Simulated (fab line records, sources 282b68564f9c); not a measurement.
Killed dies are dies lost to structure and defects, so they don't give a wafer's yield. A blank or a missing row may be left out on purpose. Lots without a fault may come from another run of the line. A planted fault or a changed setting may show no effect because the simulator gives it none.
Which tool did it? | flow rit_cmos | 15 lots, 45 wafers sampled, at 2 steps of a route of 202

WHAT THE GAUGES READ, wafer by wafer
RIT_GATE_THK_MEAS_07.
lot  | measured    | on            | GATE_OXIDE_THK (nm)
L912 | day 2 09:47 | film_metro-02 | 3.07 3.01 3.03
L913 | day 2 14:23 | film_metro-02 | 2.96 3.04 2.98
L915 | day 3 01:54 | film_metro-02 | 2.49 2.49 2.43
L916 | day 3 07:04 | film_metro-01 | 2.92 2.95 2.94
L918 | day 3 16:37 | film_metro-01 | 2.52 2.51 2.50
L919 | day 3 21:23 | film_metro-03 | 2.47 2.52 2.47
L921 | day 4 14:34 | film_metro-01 | 2.96 3.01 3.04
L924 | day 5 06:07 | film_metro-03 | 2.95 2.96 2.89
L925 | day 5 09:19 | film_metro-03 | 3.02 3.01 3.05
L930 | day 6 05:22 | film_metro-01 | 3.08 3.02 2.95
L931 | day 6 08:11 | film_metro-01 | 3.02 2.94 2.91
L932 | day 6 13:56 | film_metro-02 | 3.05 3.00 3.03
L933 | day 6 18:19 | film_metro-01 | 2.96 2.97 3.00
L934 | day 7 01:58 | film_metro-01 | 3.00 2.99 2.91
L935 | day 7 08:34 | film_metro-02 | 2.98 2.97 2.98

WHICH TOOL RAN EACH LOT (tool, then ch and the chambers of the sampled wafers, then the start)
lot  | RIT_GATE_OXIDATION_05
L912 | furnace-04 ch 0, day 2 08:28
L913 | furnace-02 ch 0, day 2 13:03
L915 | furnace-02 ch 0, day 3 00:33
L916 | furnace-01 ch 0, day 3 05:45
L918 | furnace-02 ch 0, day 3 15:16
L919 | furnace-02 ch 0, day 3 20:04
L921 | furnace-01 ch 0, day 4 09:48
L924 | furnace-01 ch 0, day 5 04:48
L925 | furnace-04 ch 0, day 5 07:59
L930 | furnace-02 ch 0, day 6 04:02
L931 | furnace-01 ch 0, day 6 06:52
L932 | furnace-02 ch 0, day 6 12:35
L933 | furnace-02 ch 0, day 6 16:59
L934 | furnace-01 ch 0, day 7 00:38
L935 | furnace-02 ch 0, day 7 05:18
- RIT_GATE_OXIDATION_05: target thk 3 nm, ox time 270 s.

WHAT THE TOOLS THEMSELVES READ (means of the sampled wafers that have a number; where no wafer has one, the mark that the record gives instead)
RIT_GATE_OXIDATION_05.
lot  | tool       | spike_tc_centre_C (C) | spike_tc_load_C (C) | spike_tc_source_C (C) | tube_center_temp_C (C) | tube_center_temp_C_max
L912 | furnace-04 | 903.0                 | 928.4               | 924.3                 | 899.98                 | 902.1
L913 | furnace-02 | 901.3                 | 924.7               | 929.5                 | 899.97                 | 902.4
L915 | furnace-02 | 888.3                 | 911.0               | 914.8                 | 885.96                 | 888.1
L916 | furnace-01 | 903.0                 | 927.1               | 929.2                 | 900.05                 | 902.3
L918 | furnace-02 | 889.0                 | 911.1               | 915.4                 | 886.03                 | 888.4
L919 | furnace-02 | 888.0                 | 911.3               | 915.8                 | 886.02                 | 888.2
L921 | furnace-01 | 902.7                 | 926.6               | 930.1                 | 900.01                 | 902.2
L924 | furnace-01 | 902.9                 | 926.8               | 929.7                 | 900.09                 | 902.8
L925 | furnace-04 | 902.0                 | 927.1               | 925.8                 | 900.04                 | 902.7
L930 | furnace-02 | 903.2                 | 925.2               | 928.4                 | 900.01                 | 902.4
L931 | furnace-01 | 904.0                 | 929.1               | 928.6                 | 900.06                 | 902.4
L932 | furnace-02 | 902.4                 | 925.1               | 928.9                 | 900.02                 | 902.3
L933 | furnace-02 | 903.2                 | 924.9               | 930.9                 | 899.97                 | 902.2
L934 | furnace-01 | 903.3                 | 928.1               | 929.7                 | 899.99                 | 902.4
L935 | furnace-02 | 903.1                 | 925.2               | 929.3                 | 899.95                 | 902.2

THE ANSWER, worked out from the rows above alone
Rule: what is usual is taken from the lots themselves. Put in order of their means at a reading, lots are off if they are a third of the lots or fewer, leave a main group of 4 or more, and stand apart from it by a gap of 3 or more times the standard deviation of the main group's means; of several such gaps the widest counts. A main group whose means are all the same, to the digits that the tables above print for the reading, isn't used. A lot without any number at a reading at which 4 lots or more have one is off too. The other lots that the step has rows for count as sound. The gauges are gone through in route order, then the tools' own readings, and for those a lot's mean is taken as printed above. The first step at which some lot is off is used, and at that step the reading that is off furthest; a lot without a number counts as furthest.
Off: L915, L918, L919, at RIT_GATE_THK_MEAS_07 (GATE_OXIDE_THK). The main group: mean 2.99 nm, standard deviation 0.034.
A tool fits if, at a process step before that reading, it ran every lot that is off, and no sound lot after the first of them. The gauges at RIT_GATE_THK_MEAS_07 aren't tried: what is off there is off at RIT_GATE_OXIDATION_05 too, on other tools, and a gauge's error can't cause that. None of those tried fits.

WHAT THE SIMULATOR HAD PUT IN
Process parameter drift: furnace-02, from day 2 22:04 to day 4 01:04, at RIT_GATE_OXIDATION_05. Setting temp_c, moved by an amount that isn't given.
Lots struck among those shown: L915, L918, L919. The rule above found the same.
